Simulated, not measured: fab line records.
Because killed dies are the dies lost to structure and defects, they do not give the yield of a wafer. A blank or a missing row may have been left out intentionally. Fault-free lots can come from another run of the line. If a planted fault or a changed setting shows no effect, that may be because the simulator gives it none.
Which tool was responsible?    flow berkeleyCmos170    Sampling: 14 lots, 42 wafers, 3 of 331 route steps

== WHAT THE GAUGES SHOWED, per wafer ==
UCB170_V1_OVL_MEAS_13.
lot   measured      on          V1_OVL (nm)
L156  day 7 20:14   overlay-01  6 6 -8
L154  day 7 20:21   overlay-02  -3 -5 -8
L157  day 7 23:45   overlay-02  -8 -9 -1
L159  day 8 15:16   overlay-02  3 1 -8
L158  day 8 14:58   overlay-02  5 8 0
L160  day 8 15:59   overlay-02  3 2 2
L166  day 9 14:25   overlay-01  -4 -3 2
L163  day 9 14:08   overlay-02  6 3 -2
L162  day 9 14:15   overlay-01  -15 -3 -10
L167  day 10 09:58  overlay-01  3 6 10
L169  day 10 21:19  overlay-01  -4 -15 -2
L174  day 10 23:26  overlay-02  2 8 5
L175  day 11 17:36  overlay-01  0 0 -8
L177  day 11 23:31  overlay-02  6 -5 -5

UCB170_M3_RS_MEAS_02: a four-point-probe measurement.
lot   measured      on            M3_AL_RS (ohm/sq)
L156  day 8 04:48   filmMetro-01  0.0320 0.0317 0.0320
L154  day 8 05:01   filmMetro-03  0.0323 0.0317 0.0321
L157  day 8 06:29   filmMetro-01  0.0326 0.0324 0.0325
L159  day 8 22:47   filmMetro-02  0.0323 0.0321 0.0327
L158  day 8 22:31   filmMetro-02  0.0319 0.0320 0.0329
L160  day 8 23:23   filmMetro-02  0.0321 0.0317 0.0324
L166  day 9 21:41   filmMetro-03  0.0324 0.0324 0.0326
L163  day 9 20:42   filmMetro-02  0.0316 0.0314 0.0318
L162  day 9 21:20   filmMetro-03  0.0317 0.0316 0.0318
L167  day 10 17:10  filmMetro-03  0.0317 0.0316 0.0323
L169  day 11 08:03  filmMetro-03  0.0318 0.0316 0.0317
L174  day 11 07:53  filmMetro-03  0.0321 0.0320 0.0320
L175  day 11 23:31  filmMetro-03  0.0318 0.0321 0.0313
L177  day 12 05:58  filmMetro-03  0.0324 0.0321 0.0320

== WHICH TOOL RAN EACH LOT (tool, then ch and the chambers of the sampled wafers, then the start) ==
lot   UCB170_NVT_STRIP_08
L156  plasmaAsher-04 ch 0,1, day 5 21:19
L154  plasmaAsher-03 ch 0,1, day 5 22:07
L157  plasmaAsher-04 ch 0,1, day 6 09:20
L159  plasmaAsher-04 ch 0,1, day 6 13:43
L158  plasmaAsher-03 ch 0,1, day 6 13:51
L160  plasmaAsher-03 ch 0,1, day 6 21:14
L166  plasmaAsher-04 ch 0,1, day 7 21:50
L163  plasmaAsher-02 ch 0, day 7 22:02
L162  plasmaAsher-04 ch 0,1, day 7 22:07
L167  plasmaAsher-04 ch 0,1, day 8 05:14
L169  plasmaAsher-04 ch 0,1, day 9 00:33
L174  plasmaAsher-04 ch 0,1, day 9 05:07
L175  plasmaAsher-03 ch 0,1, day 9 18:55
L177  plasmaAsher-03 ch 0,1, day 10 02:01
- UCB170_NVT_STRIP_08: strips in O2.

== AS READ BY THE TOOLS THEMSELVES (means over the sampled wafers that have a number; for cases with no such wafer, the mark the record gives instead) ==
UCB170_NVT_STRIP_08.
lot   tool            drypumpMotorCurrentA (A)  oesProductAu (a.u.)  stripTimeToEndpointS (s)
L156  plasmaAsher-04  5.9                       0.735                21.69
L154  plasmaAsher-03  5.3                       0.735                21.57
L157  plasmaAsher-04  5.9                       0.737                21.69
L159  plasmaAsher-04  5.7                       0.731                21.66
L158  plasmaAsher-03  5.2                       0.737                21.63
L160  plasmaAsher-03  5.2                       0.736                21.56
L166  plasmaAsher-04  5.9                       0.732                21.58
L163  plasmaAsher-02  4.8                       0.736                21.59
L162  plasmaAsher-04  5.9                       0.739                21.71
L167  plasmaAsher-04  5.9                       0.732                21.67
L169  plasmaAsher-04  5.9                       0.728                21.70
L174  plasmaAsher-04  5.9                       0.733                21.65
L175  plasmaAsher-03  5.3                       0.733                21.59
L177  plasmaAsher-03  5.2                       0.733                21.77

== THE ANSWER, worked out from the rows above alone ==
Rule: the usual values come from the lots themselves. The widest of any qualifying gaps counts: lots, ordered by their means at a reading, are off when they make up no more than a third of the lots, leave a main group of 4 or more, and stand apart from it by 3 or more times the standard deviation of that group's means. A main group whose means are all the same, to the digits that the tables above print for the reading, isn't used. Also off: a lot with no number at a reading for which 4 or more lots have one. All remaining lots with rows at the step are treated as sound. The gauges are gone through in route order, then the tools' own readings, and for those a lot's mean is taken as printed above. At the first step where some lot is off, the reading lying furthest off is the one used; lots without a number count as furthest.
None of the lots is off at any reading shown; this tells nothing.

== WHAT HAD BEEN PUT IN BY THE SIMULATOR ==
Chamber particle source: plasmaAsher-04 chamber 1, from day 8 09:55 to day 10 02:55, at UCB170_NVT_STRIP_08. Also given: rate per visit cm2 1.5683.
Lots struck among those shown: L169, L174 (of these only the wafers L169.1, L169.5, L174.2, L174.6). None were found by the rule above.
